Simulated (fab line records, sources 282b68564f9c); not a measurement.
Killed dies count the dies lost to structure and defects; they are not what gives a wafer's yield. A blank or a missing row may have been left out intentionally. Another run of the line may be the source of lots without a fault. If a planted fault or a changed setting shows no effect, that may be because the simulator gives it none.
Struck lot and sound lot, side by side ; flow rit_cmos ; 39 steps out of a route of 202
Sound: the wafers L289.1, L289.2, L289.3. Wafers L290.2, L290.4, L290.6 were the ones struck. The cause is given at the end.
Each step with rows lists, per side, the tool, then ch with its chambers, then its first start. Under that, the readings that differ: sound wafers ; struck wafers ; difference of the means ; sigmas: that difference in standard deviations of wafers without a fault.
alike: same words and numbers on both sides, and readings whose means sit less than 2 such deviations apart. not compared: any withheld reading, any reading some wafer has no value for, any bound like >300 that may hide the same value, and any number with overlapping values for which the record gives no deviation.
The two part at a step that has a row with sigmas, a row that says differs or no value, or rows on one side only. Numbers that have no deviation but don't overlap get no sigmas and don't part them. A reading that every wafer of one side lacks parts them only if that side has two wafers or more.

first, 3 steps without rows for these wafers: RIT_GATE_EXPOSE_13 (exposes mask M6, target cd 150 nm); RIT_GATE_PEB_14; RIT_GATE_DEVELOP_15 (develop time 50 s).
RIT_GATE_CD_MEAS_16 targets a cd of 150 nm.
  sound on cd_sem-01 at day 4 04:50; struck on cd_sem-02 at day 4 13:53
reading;sound;struck;difference;sigmas
cd_nm (nm);150.4 144.5 145.5;151.0 154.8 156.7;+7.4;+3
RIT_GATE_OVL_MEAS_17:
  sound on overlay-01 at day 4 04:58; struck on overlay-02 at day 4 13:59
  alike: GATE_OVL
then, 1 step without rows for these wafers: RIT_GATE_HARDBAKE_18 (time 60 s).
RIT_GATE_ETCH_19: etches poly-Si in SF6/CHF3/O2, stops on SiO2, time 165 s, target depth 312.5 nm.
  sound on rie_si-02 ch 0,2,3, day 4 05:08; struck on rie_si-01 ch 1,2, day 4 14:10
  alike: drypump_motor_current_A, oes_product_au, rf_fwd_power_W, throttle_valve_pct
  not compared: rf_hours_counter_h
RIT_GATE_STRIP_20: strips in O2, time 180 s.
  sound on plasma_asher-03 ch 0,1, day 4 05:15; struck on plasma_asher-04 ch 0,1, day 4 14:17
  alike: drypump_motor_current_A
  not compared: rf_hours_counter_h
RIT_GATE_CD_MEAS_90 targets a cd of 150 nm.
  sound on cd_sem-02 at day 4 05:26; struck on cd_sem-01 at day 4 14:29
reading;sound;struck;difference;sigmas
cd_nm (nm);150.7 144.7 145.8;151.2 154.6 156.4;+7.0;+2
then, 3 steps without rows for these wafers: RIT_REOX_CLEAN_00 (cleans in SC1, time 600 s); RIT_REOX_CLEAN_01 (cleans in dHF, time 30 s); RIT_REOX_CLEAN_02 (cleans in SC2, time 600 s).
RIT_REOX_OXIDATION_03: target thk 25.2 nm, ox time 5580 s.
  sound on furnace-03 ch 0, day 4 07:29; struck on furnace-03 ch 0, day 4 14:56
reading;sound;struck;difference;sigmas
spike_tc_centre_C (C);904.0 904.2 903.0;878.6 879.7 878.7;-24.7;-15
spike_tc_load_C (C);926.1 926.6 926.6;901.9 899.7 902.2;-25.2;-10
spike_tc_source_C (C);923.0 922.3 925.2;897.8 897.1 898.6;-25.7;-9
tube_center_temp_C (C);899.93 900.12 899.99;874.87 874.84 875.11;-25.07;-99 or more
tube_center_temp_C_max;902.2 902.2 902.0;877.4 876.9 877.3;-24.9;-64
model.SiO2_of_REOX_OXIDATION_03.thk_nm (nm);25.23 25.22 25.13;19.66 19.4 19.15;-5.79;
  alike: zone_power_centre_pct
RIT_REOX_THK_MEAS_04:
  sound on film_metro-04 at day 4 10:02; struck on film_metro-02 at day 4 17:30
reading;sound;struck;difference;sigmas
REOX_OXIDE_THK (nm);25.2 25.2 25.1;19.7 19.4 19.1;-5.8;-12
then, 6 steps without rows for these wafers: RIT_NLDD_HMDS_00 (prime time 60 s); RIT_NLDD_COAT_01 (resist thk 1000 nm); RIT_NLDD_SOFTBAKE_02 (time 60 s); RIT_NLDD_EXPOSE_03 (exposes mask M7, target cd 40700 nm); RIT_NLDD_PEB_04; RIT_NLDD_DEVELOP_05 (develop time 50 s).
RIT_NLDD_OVL_MEAS_06:
  sound on overlay-02 at day 4 10:57; struck on overlay-01 at day 4 18:35
  alike: NLDD_OVL
then, 2 steps without rows for these wafers: RIT_NLDD_HARDBAKE_07 (time 60 s); RIT_NLDD_IMPLANT_08.
RIT_NLDD_STRIP_09: strips in O2, time 180 s.
  sound on plasma_asher-04 ch 0,1, day 4 11:17; struck on plasma_asher-03 ch 0,1, day 4 18:55
  alike: drypump_motor_current_A
  not compared: rf_hours_counter_h
RIT_NLDD_TW_MEAS_10:
  sound on film_metro-02 at day 4 11:28; struck on film_metro-03 at day 4 19:05
  alike: NLDD_TW
then, 6 steps without rows for these wafers: RIT_PLDD_HMDS_00 (prime time 60 s); RIT_PLDD_COAT_01 (resist thk 1000 nm); RIT_PLDD_SOFTBAKE_02 (time 60 s); RIT_PLDD_EXPOSE_03 (exposes mask M8, target cd 40900 nm); RIT_PLDD_PEB_04; RIT_PLDD_DEVELOP_05 (develop time 50 s).
RIT_PLDD_OVL_MEAS_06:
  sound on overlay-01 at day 4 12:30; struck on overlay-01 at day 4 20:07
reading;sound;struck;difference;sigmas
PLDD_OVL (nm);-1.2 -3.2 -1.6;2.8 0.1 2.6;+3.8;+2
then, 2 steps without rows for these wafers: RIT_PLDD_HARDBAKE_07 (time 60 s); RIT_PLDD_IMPLANT_08.
RIT_PLDD_STRIP_09: strips in O2, time 180 s.
  sound on plasma_asher-04 ch 0,1, day 4 12:50; struck on plasma_asher-04 ch 1, day 4 20:27
  alike: drypump_motor_current_A
  not compared: rf_hours_counter_h
RIT_PLDD_TW_MEAS_10:
  sound on film_metro-01 at day 4 13:01; struck on film_metro-03 at day 4 20:38
reading;sound;struck;difference;sigmas
PLDD_TW;2296 2294 2296;2367 2369 2346;+65;+3
RIT_SPACER_CLEAN_00: cleans in SC1, time 600 s.
  sound on wet_bench-03 ch 0, day 4 13:04; struck on wet_bench-04 ch 1, day 4 20:41
reading;sound;struck;difference;sigmas
model.SiO2_of_REOX_OXIDATION_03.thk_nm (nm);23.29 23.28 23.19;18.13 17.89 17.67;-5.36;
then, 1 step without rows for these wafers: RIT_SPACER_CLEAN_01 (cleans in dHF, time 30 s).
RIT_M1_PROBE_99:
  sound on prober-01 at day 5 02:45; struck on prober-02 at day 5 10:40
reading;sound;struck;difference;sigmas
killed_open;5 6 7;1 1 2;-5;-2
model.etest.pmos_turned.r_on_ohm_um;3447 3311 3283;2908 2959 2956;-406;
model.etest.pmos_0p3.r_on_ohm_um;6358 6287 6185;5726 5870 5825;-470;
model.etest.pmos_0p15.r_on_ohm_um;2781 2633 2646;2420 2494 2536;-203;
model.etest.pldd.rs_ohm_sq;501.2 499.5 492.3;344.5 339.1 334.7;-158.2;
model.etest.nmos_0p15.r_on_ohm_um;1123 1077 1102;1037 1071 1065;-43;
model.etest.nmos_0p3.r_on_ohm_um;2170 2133 2142;2032 2064 2052;-99;
model.etest.nldd.rs_ohm_sq;380.3 382 378.4;298.5 294.1 290.7;-85.8;
model.etest.nmos_turned.drive_ua_um;320.2 332.5 333.5;404.5 394.4 394;+68.9;
  alike: killed_at_M0_to_M3, killed_at_contacts, killed_at_front_end, killed_dies, killed_short

## WHERE THEY PART
Earliest at RIT_GATE_CD_MEAS_16; latest, in this record, at RIT_M1_PROBE_99.

WHY: what had been put in by the simulator
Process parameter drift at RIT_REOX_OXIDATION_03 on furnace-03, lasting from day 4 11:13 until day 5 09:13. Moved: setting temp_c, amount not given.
